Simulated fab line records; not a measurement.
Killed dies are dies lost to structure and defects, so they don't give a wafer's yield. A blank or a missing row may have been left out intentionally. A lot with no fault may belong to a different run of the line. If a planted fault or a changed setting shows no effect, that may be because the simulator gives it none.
fab line records | flow berkeleyCmos170
record: lots: 15 wafers: 45 lastDay: 12
route steps=331 shown PSD@185 SILICIDE@213 CONTACT@217
lots untouched by any fault: they come from a run of this same line in which no faults occurred
startH: the number of hours between the record's first day and the start of the first shown wafer of the lot | waitH: hours from the lot's prior step to this one | " identical to the entry in the row above | L1.1+2: one row covering several wafers at once | - no value, or no start was given | * or withheld: withheld | < > ~ a bound
route shown NAME@n: names a module that has steps shown in the file, with the first one's number in the route | usual: average and standard deviation across the fault-free wafers | same: alike in all rows | chamber/n: place in a boat | sites: readings site by site | _std_site: the values' standard deviation | _edge_site: the outer-site mean with the inner-site mean subtracted | radiusMm: how far each site lies from the wafer's centre | mask NAME#n: copy n | behind: the tool/chamber that last shaped the wafer | hold: the reason the lot was held/the length of the hold in hours/how it ended | device: names the non-switching transistor (n, p or np) | end of line: at the end of the route, the tests of the same wafers | a step without rows: its recipe alone | killed: not the wafer's yield, but the dies lost to structure and defects at the first sort | map: shows each die of a wafer: x if killed, . if not, _ if none is there
set.NAME: the setting that was run; set.NAME@STEP: the one run at that earlier step | model.NAME: the simulator's own value behind a step, which no gauge read
the route's steps for a sample of lots (tables are steps, rows are wafers)
services: from which hour (startH, from the record's first day; less than 0 if before it) a tool's chamber was out of use, for how many hours, and why
== steps ==
step: UCB170_PSD_TW_MEAS_10
usual: PSD_TW: 2303/26
columns lot.wafer tool chamber startH waitH PSD_TW
L659.2 filmMetro-03 - 137.20 0.1 2270
L659.3 " - " " 2276
L659.6 " - " " 2260
L660.2 filmMetro-02 - 137.56 0.1 2309
L660.4 " - " " 2326
L660.5 " - " " 2341
L658.2 filmMetro-03 - 137.68 0.1 2271
L658.4 " - " " 2270
L658.6 " - " " 2271
L662.1 filmMetro-01 - 144.71 0.1 2326
L662.2 " - " " 2328
L662.5 " - " " 2327
L661.2 filmMetro-03 - 144.96 0.1 2270
L661.5 " - " " 2261
L661.6 " - " " 2268
L664.1 filmMetro-01 - 159.51 0.1 2327
L664.5 " - " " 2327
L664.6 " - " " 2317
L666.2 filmMetro-01 - 175.23 0.1 2305
L666.5 " - " " 2322
L666.6 " - " " 2324
L668.1 filmMetro-03 - 175.87 0.1 2262
L668.3 " - " " 2269
L668.6 " - " " 2280
L670.2 filmMetro-02 - 176.08 0.1 2318
L670.4 " - " " 2315
L670.5 " - " " 2315
L676.2 filmMetro-03 - 225.16 0.1 2286
L676.3 " - " " 2282
L676.4 " - " " 2298
L675.4 filmMetro-02 - 225.45 0.1 2319
L675.5 " - " " 2323
L675.6 " - " " 2307
L677.1 filmMetro-03 - 240.63 0.1 2272
L677.4 " - " " 2269
L677.5 " - " " 2267
L679.1 filmMetro-02 - 240.90 0.1 2322
L679.2 " - " " 2318
L679.4 " - " " 2325
L678.1 filmMetro-01 - 247.47 0.1 2336
L678.3 " - " " 2328
L678.5 " - " " 2339
L680.1 filmMetro-02 - 247.62 0.1 2308
L680.2 " - " " 2319
L680.5 " - " " 2326
step: UCB170_SILICIDE_THK_MEAS_03
recipe: thkMeasGauge: xrf reads: Ti_of_SILICIDE_SPUTTER_01
usual: SILICIDE_TI_THK: 30.1/0.38
columns lot.wafer tool chamber startH waitH SILICIDE_TI_THK[nm]
L659.2 filmMetro-04 - 140.95 0.1 30.4
L659.3 " - " " 30.2
L659.6 " - " " 30.2
L660.2 filmMetro-03 - 141.30 0.1 30.1
L660.4 " - " " 30.5
L660.5 " - " " 30.0
L658.2 filmMetro-04 - 141.59 0.1 29.9
L658.4 " - " " 29.9
L658.6 " - " " 30.1
L662.1 filmMetro-03 - 149.44 0.1 30.4
L662.2 " - " " 29.9
L662.5 " - " " 30.0
L661.2 filmMetro-04 - 149.68 0.1 30.2
L661.5 " - " " 30.2
L661.6 " - " " 30.3
L664.1 filmMetro-04 - 163.07 0.1 29.8
L664.5 " - " " 30.0
L664.6 " - " " 30.6
L666.2 filmMetro-04 - 179.35 0.1 31.2
L666.5 " - " " 30.5
L666.6 " - " " 30.4
L668.1 filmMetro-04 - 179.90 0.1 29.3
L668.3 " - " " 30.2
L668.6 " - " " 30.1
L670.2 filmMetro-04 - 180.09 0.1 30.3
L670.4 " - " " 29.8
L670.5 " - " " 29.8
L676.2 filmMetro-01 - 231.51 0.1 29.7
L676.3 " - " " 30.1
L676.4 " - " " 30.0
L675.4 filmMetro-03 - 231.53 0.1 30.0
L675.5 " - " " 30.2
L675.6 " - " " 30.6
L677.1 filmMetro-03 - 247.45 0.1 30.3
L677.4 " - " " 30.2
L677.5 " - " " 30.2
L679.1 filmMetro-04 - 247.45 0.1 30.0
L679.2 " - " " 29.7
L679.4 " - " " 29.5
L678.1 filmMetro-04 - 255.18 0.1 30.3
L678.3 " - " " 30.0
L678.5 " - " " 30.1
L680.1 filmMetro-01 - 255.18 0.1 29.6
L680.2 " - " " 29.5
L680.5 " - " " 29.9
step: UCB170_CONTACT_CVD_01
recipe: material: PSG targetThkNm: 700 tempC: 450 precursor: SiH4/O2/PH3 timeS: 2820 pressureMtorr: 300 sih4FlowSccm: 60 o2FlowSccm: 90 ph3FlowSccm: 25
usual: sih4FlowSccm: 59.97/0.17 spikeTcCentreC: 452.0/1.3 spikeTcLoadC: 470.2/1.7 spikeTcSourceC: 468.3/1.2 susceptorTempC: 450.03/0.22
columns lot.wafer tool chamber startH waitH sih4FlowSccm spikeTcCentreC spikeTcLoadC spikeTcSourceC susceptorTempC
L658.2 lpcvd-01 1 142.02 0.1 59.95 453.5 470.1 469.4 450.24
L658.4 " 1 " " 59.81 454.0 470.2 471.4 450.42
L658.6 " 1 " " 60.08 452.6 469.0 469.7 450.19
L659.2 lpcvd-01 0 142.02 0.7 60.04 451.5 469.3 467.7 449.73
L659.3 " 0 " " 59.94 454.4 469.4 468.5 450.08
L659.6 " 0 " " 60.28 452.5 471.9 469.4 449.57
L660.2 lpcvd-01 1 142.02 0.4 59.87 451.7 469.9 467.6 449.86
L660.4 " 1 " " 59.91 453.9 470.7 468.6 449.97
L660.5 " 1 " " 59.84 451.1 470.0 470.3 450.23
L662.1 lpcvd-01 1 149.79 0.0 59.99 464.1 480.5 480.0 461.79
L662.2 " 1 " " 59.93 464.2 481.5 480.3 461.39
L662.5 " 1 " " 60.00 462.3 480.9 480.1 461.71
L661.2 lpcvd-01 1 151.57 1.6 59.95 464.1 481.6 481.7 461.61
L661.5 " 1 " " 60.14 465.3 481.5 482.6 461.72
L661.6 " 1 " " 59.68 463.5 481.8 480.8 461.40
L664.1 lpcvd-01 1 163.85 0.4 60.12 464.9 481.4 481.9 461.70
L664.5 " 1 " " 60.11 465.0 480.8 480.2 461.64
L664.6 " 1 " " 60.41 462.3 480.2 480.0 461.68
L666.2 lpcvd-02 1 179.71 0.0 60.39 450.6 471.1 467.1 450.05
L666.5 " 1 " " 59.94 450.6 470.0 467.8 450.01
L666.6 " 1 " " 60.08 450.5 468.5 467.3 450.32
L668.1 lpcvd-02 1 181.49 1.2 59.91 451.0 469.9 468.3 450.52
L668.3 " 1 " " 60.03 452.6 470.7 469.5 450.46
L668.6 " 1 " " 59.86 448.8 469.9 468.5 450.12
L670.2 lpcvd-02 0 181.49 1.0 60.18 453.4 473.0 469.5 450.26
L670.4 " 0 " " 60.23 452.1 473.3 469.3 449.73
L670.5 " 0 " " 60.31 452.8 472.2 467.9 449.79
L675.4 lpcvd-02 1 234.04 0.0 60.03 450.3 469.1 467.4 450.32
L675.5 " 1 " " 59.82 450.5 472.0 468.0 449.85
L675.6 " 1 " " 59.80 452.1 468.9 468.4 449.89
L676.2 lpcvd-02 1 234.04 0.0 59.76 451.9 469.0 467.9 450.28
L676.3 " 1 " " 59.71 451.3 470.6 468.3 449.83
L676.4 " 1 " " 59.68 450.6 468.8 468.8 449.92
L677.1 lpcvd-02 1 247.87 0.0 60.02 449.5 470.8 466.5 450.37
L677.4 " 1 " " 59.90 449.7 470.1 469.6 450.25
L677.5 " 1 " " 60.03 453.4 470.1 467.6 449.88
L679.1 lpcvd-02 1 247.87 0.0 60.00 450.7 470.2 467.1 450.09
L679.2 " 1 " " 60.14 451.7 469.9 468.5 449.80
L679.4 " 1 " " 60.00 451.3 470.2 467.7 450.24
L678.1 lpcvd-01 0 255.99 0.4 60.27 453.1 468.1 470.0 450.29
L678.3 " 0 " " 60.30 454.9 468.8 469.7 449.94
L678.5 " 0 " " 60.26 453.5 469.4 466.3 449.73
L680.1 lpcvd-01 0 255.99 0.4 60.18 453.0 469.8 468.0 450.16
L680.2 " 0 " " 59.78 451.9 469.7 468.4 449.58
L680.5 " 0 " " 59.97 453.1 470.2 468.2 449.80
step: UCB170_CONTACT_THK_MEAS_02
recipe: reads: PSG_of_CONTACT_CVD_01
usual: CONTACT_PSG_THK: 698/7.1
columns lot.wafer tool chamber startH waitH CONTACT_PSG_THK[nm]
L658.2 filmMetro-03 - 143.81 0.0 691
L658.4 " - " " 693
L658.6 " - " " 685
L659.2 filmMetro-04 - 143.81 0.0 697
L659.3 " - " " 696
L659.6 " - " " 702
L660.2 filmMetro-02 - 143.81 0.0 704
L660.4 " - " " 703
L660.5 " - " " 703
L662.1 filmMetro-02 - 151.57 0.0 770
L662.2 " - " " 775
L662.5 " - " " 771
L661.2 filmMetro-02 - 153.36 0.0 770
L661.5 " - " " 762
L661.6 " - " " 759
L664.1 filmMetro-04 - 165.63 0.0 782
L664.5 " - " " 779
L664.6 " - " " 785
L666.2 filmMetro-03 - 181.50 0.0 707
L666.5 " - " " 708
L666.6 " - " " 702
L668.1 filmMetro-03 - 183.27 0.0 706
L668.3 " - " " 697
L668.6 " - " " 703
L670.2 filmMetro-02 - 183.28 0.0 699
L670.4 " - " " 705
L670.5 " - " " 703
L676.2 filmMetro-03 - 235.84 0.0 699
L676.3 " - " " 703
L676.4 " - " " 708
L675.4 filmMetro-02 - 235.86 0.0 697
L675.5 " - " " 693
L675.6 " - " " 697
L677.1 filmMetro-03 - 249.65 0.0 696
L677.4 " - " " 695
L677.5 " - " " 695
L679.1 filmMetro-02 - 249.65 0.0 688
L679.2 " - " " 690
L679.4 " - " " 689
L680.1 filmMetro-04 - 257.77 0.0 688
L680.2 " - " " 698
L680.5 " - " " 699
L678.1 filmMetro-02 - 257.80 0.0 686
L678.3 " - " " 688
L678.5 " - " " 691
step: UCB170_CONTACT_RTA_08
recipe: tempC: 900 timeS: 10 ambient: N2
usual: annealTempCMax: 904.0/0.72 lampPowerPct: 21.9/0.48 wafer_temp_C_max: 903.4/0.9
columns lot.wafer tool chamber startH waitH annealTempCMax lampPowerPct wafer_temp_C_max
L658.2 rtpAnneal-01 0 144.61 0.0 904.9 21.5 904.0
L658.4 " 0 " " 904.0 21.4 902.8
L658.6 " 0 " " 903.7 21.4 904.2
L659.2 rtpAnneal-02 0 144.61 0.0 905.1 22.4 904.6
L659.3 " 0 " " 903.5 22.4 903.9
L659.6 " 0 " " 903.7 22.4 903.4
L660.2 rtpAnneal-01 0 144.82 0.0 905.0 21.4 903.2
L660.4 " 0 " " 903.7 21.5 903.5
L660.5 " 0 " " 903.8 21.4 903.3
L662.1 rtpAnneal-02 0 153.12 0.0 903.9 22.4 904.4
L662.2 " 0 " " 903.4 22.4 904.2
L662.5 " 0 " " 903.5 22.4 904.6
L661.2 rtpAnneal-01 0 154.81 0.0 902.6 21.4 902.3
L661.5 " 0 " " 904.3 21.5 901.8
L661.6 " 0 " " 902.2 21.4 901.7
L664.1 rtpAnneal-02 0 166.61 0.0 904.9 22.4 903.9
L664.5 " 0 " " 904.8 22.4 903.7
L664.6 " 0 " " 902.8 22.4 903.1
L666.2 rtpAnneal-02 0 182.30 0.0 904.0 22.4 902.0
L666.5 " 0 " " 903.0 22.4 903.4
L666.6 " 0 " " 904.1 22.4 902.7
L668.1 rtpAnneal-02 0 184.25 0.0 903.6 22.4 904.9
L668.3 " 0 " " 903.1 22.4 903.9
L668.6 " 0 " " 904.6 22.3 905.1
L670.2 rtpAnneal-01 0 184.45 0.0 903.9 21.4 902.1
L670.4 " 0 " " 904.6 21.4 903.0
L670.5 " 0 " " 904.2 21.4 902.9
L676.2 rtpAnneal-02 0 236.80 0.0 903.1 22.4 903.6
L676.3 " 0 " " 904.1 22.4 903.4
L676.4 " 0 " " 903.9 22.3 904.4
L675.4 rtpAnneal-01 0 236.82 0.0 904.3 21.4 901.9
L675.5 " 0 " " 904.0 21.5 903.3
L675.6 " 0 " " 904.0 21.4 902.2
L677.1 rtpAnneal-02 0 253.99 0.0 902.9 22.4 905.3
L677.4 " 0 " " 902.8 22.4 903.6
L677.5 " 0 " " 903.5 22.4 905.6
L679.1 rtpAnneal-01 0 253.99 0.0 903.3 21.4 903.4
L679.2 " 0 " " 902.8 21.4 903.8
L679.4 " 0 " " 903.8 21.4 904.1
L680.1 rtpAnneal-01 0 259.10 0.0 903.4 21.5 903.0
L680.2 " 0 " " 904.3 21.4 903.2
L680.5 " 0 " " 902.6 21.5 902.4
L678.1 rtpAnneal-02 0 259.17 0.1 904.3 22.4 904.2
L678.3 " 0 " " 904.1 22.4 903.7
L678.5 " 0 " " 903.2 22.4 903.7
step: UCB170_CONTACT_ETCH_18
recipe: chemistry: CHF3/CF4/Ar target: PSG stopOn: TiSi2 CHF3_flow_sccm: 45 cf4FlowSccm: 15 Ar_flow_sccm: 150 pressureMtorr: 200 rfW: 700 targetDepthA: 8400 overEtchFrac: 0.2 timeS: 195
usual: drypumpMotorCurrentA: 5.6/0.47 mfcArSccm: 150.0/0.43 oesProductAu: 0.898/0.013 throttleValvePct: 6.99/0.092
columns lot.wafer tool chamber startH waitH drypumpMotorCurrentA mfcArSccm oesProductAu rfHoursCounterH throttleValvePct
L659.2 rieDiel-01 1 - - 5.9 150.7 0.903 157 7.06
L659.3 " 0 " " 5.0 149.8 0.888 17 6.98
L659.6 " 2 " " 6.5 148.8 0.888 - 7.02
L658.2 rieDiel-03 2 - - 6.2 149.8 0.913 0 7.00
L658.4 " 3 " " 5.0 149.8 0.882 4 6.84
L658.6 " 1 " " 5.6 150.7 0.882 - 7.03
L660.2 rieDiel-01 0 - - 5.1 149.9 0.895 17 7.00
L660.4 " 0 " " 5.1 150.0 0.900 - 7.00
L660.5 " 2 " " 6.5 149.9 0.896 - 7.02
L662.1 rieDiel-03 1 - - 5.6 149.6 0.955 21 7.01
L662.2 " 2 " " 6.2 150.3 0.971 1 6.99
L662.5 " 0 " " 5.7 149.9 0.951 - 6.86
L661.2 rieDiel-03 3 - - 5.0 150.0 0.943 4 6.85
L661.5 " 3 " " 5.0 149.7 0.931 - 6.85
L661.6 " 0 " " 5.7 149.3 0.938 - 6.85
L664.1 rieDiel-01 2 - - 6.5 150.0 0.947 94 7.02
L664.5 " 0 " " 5.0 149.8 0.943 - 7.00
L664.6 " 2 " " 6.5 150.0 0.954 - 7.03
L666.2 rieDiel-01 3 - - 5.5 149.6 0.901 2 7.16
L666.5 " 3 " " 5.5 150.8 0.897 - 7.14
L666.6 " 0 " " 5.1 149.9 0.904 - 7.00
L668.1 rieDiel-01 3 - - 5.5 149.9 0.899 2 7.15
L668.3 " 2 " " 6.5 150.0 0.887 95 7.01
L668.6 " 1 " " 5.9 150.3 0.896 - 7.06
L670.2 rieDiel-03 0 - - 5.7 150.3 0.890 151 6.87
L670.4 " 3 " " 5.0 150.5 0.888 6 6.85
L670.5 " 3 " " 5.0 149.9 0.882 - 6.86
L675.4 rieDiel-01 1 - - 5.8 150.0 0.879 3 7.07
L675.5 " 2 " " 6.5 149.1 0.889 - 7.04
L675.6 " 1 " " 5.9 150.3 0.881 - 7.05
L676.2 rieDiel-02 3 - - 5.8 150.0 0.913 16 7.01
L676.3 " 2 " " 5.4 149.9 0.896 113 7.13
L676.4 " 1 " " 5.2 149.5 0.898 112 6.85
L679.1 rieDiel-02 1 - - 5.2 150.4 0.886 113 6.85
L679.2 " 2 " " 5.3 150.4 0.891 114 7.12
L679.4 " 3 " " 5.8 150.7 0.912 16 6.97
L677.1 rieDiel-01 2 - - 6.5 149.6 0.884 98 7.02
L677.4 " 0 " " 5.0 149.6 0.883 22 7.00
L677.5 " 3 " " 5.5 150.4 0.890 - 7.15
L680.1 rieDiel-03 2 - - 6.2 150.5 0.908 5 6.97
L680.2 " 0 " " 5.7 150.4 0.897 2 6.89
L680.5 " 1 " " 5.6 149.9 0.902 - 7.02
L678.1 rieDiel-02 1 - - 5.2 148.9 0.881 113 6.85
L678.3 " 3 " " 5.8 149.3 0.920 17 6.97
L678.5 " 2 " " 5.3 149.9 0.889 - 7.12
== services ==
columns tool chamber startH hours kind
rieDiel-03 2 119.86 - clean
rieDiel-03 2 119.86 21.3 scheduledDown
rieDiel-03 2 119.86 21.3 ventCycle
rieDiel-01 3 124.84 - clean
rieDiel-01 3 124.84 24.0 scheduledDown
rieDiel-01 3 124.84 24.0 ventCycle
rieDiel-01 1 148.83 - clean
rieDiel-01 1 148.83 19.1 scheduledDown
rieDiel-01 1 148.83 19.1 ventCycle
rieDiel-03 0 188.29 - clean
rieDiel-03 0 188.29 13.1 scheduledDown
rieDiel-03 0 188.29 13.1 ventCycle
rieDiel-03 - 222.58 2.8 pm
rieDiel-02 3 240.02 8.7 repair
rieDiel-03 - 241.01 15.6 pm
== key ==
firstSign: step: UCB170_CONTACT_CVD_01 reading: susceptorTempC direction: up sigmas: 52 usual: * struck: *
effect: step: UCB170_CONTACT_CVD_01 reading: spikeTcSourceC direction: up sigmas: 11 usual: 468.3 struck: 480.9
effect: step: UCB170_CONTACT_THK_MEAS_02 reading: CONTACT_PSG_THK direction: up sigmas: 10 usual: 698 struck: 773
effect: step: UCB170_CONTACT_ETCH_18 reading: oesProductAu direction: up sigmas: 3.8 usual: 0.898 struck: 0.948
metAt UCB170_CONTACT_CVD_01
struckLots L661,L662,L664
struckWafers L661.2,L661.5,L661.6,L662.1,L662.2,L662.5,L664.1,L664.5,L664.6
sortLeftOut L661.2,L661.5,L661.6,L662.1,L662.2,L662.5,L664.1,L664.5,L664.6
testerLeftOut L661,L662,L664
notActingAt UCB170_PSD_TW_MEAS_10,UCB170_SILICIDE_THK_MEAS_03,UCB170_CONTACT_RTA_08
fault: kind: processParameterDrift tool: lpcvd-01 chamber: 1 onsetH: 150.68 steps: UCB170_CONTACT_CVD_01 channel: tempC offset: * shape: step endH: 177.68 actsIn: * stated: *
testerLeftOut: of these lots the tester's yield and bins aren't shown, on N5 and GAA mostly nor the transistor test; their killed dies are dies lost to structure and defects alone, not to doping, threshold or leakage, so they don't give the yield
sortLeftOut: the simulated sort isn't trusted on such a fault, so these wafers' sort isn't shown, and their yield isn't known
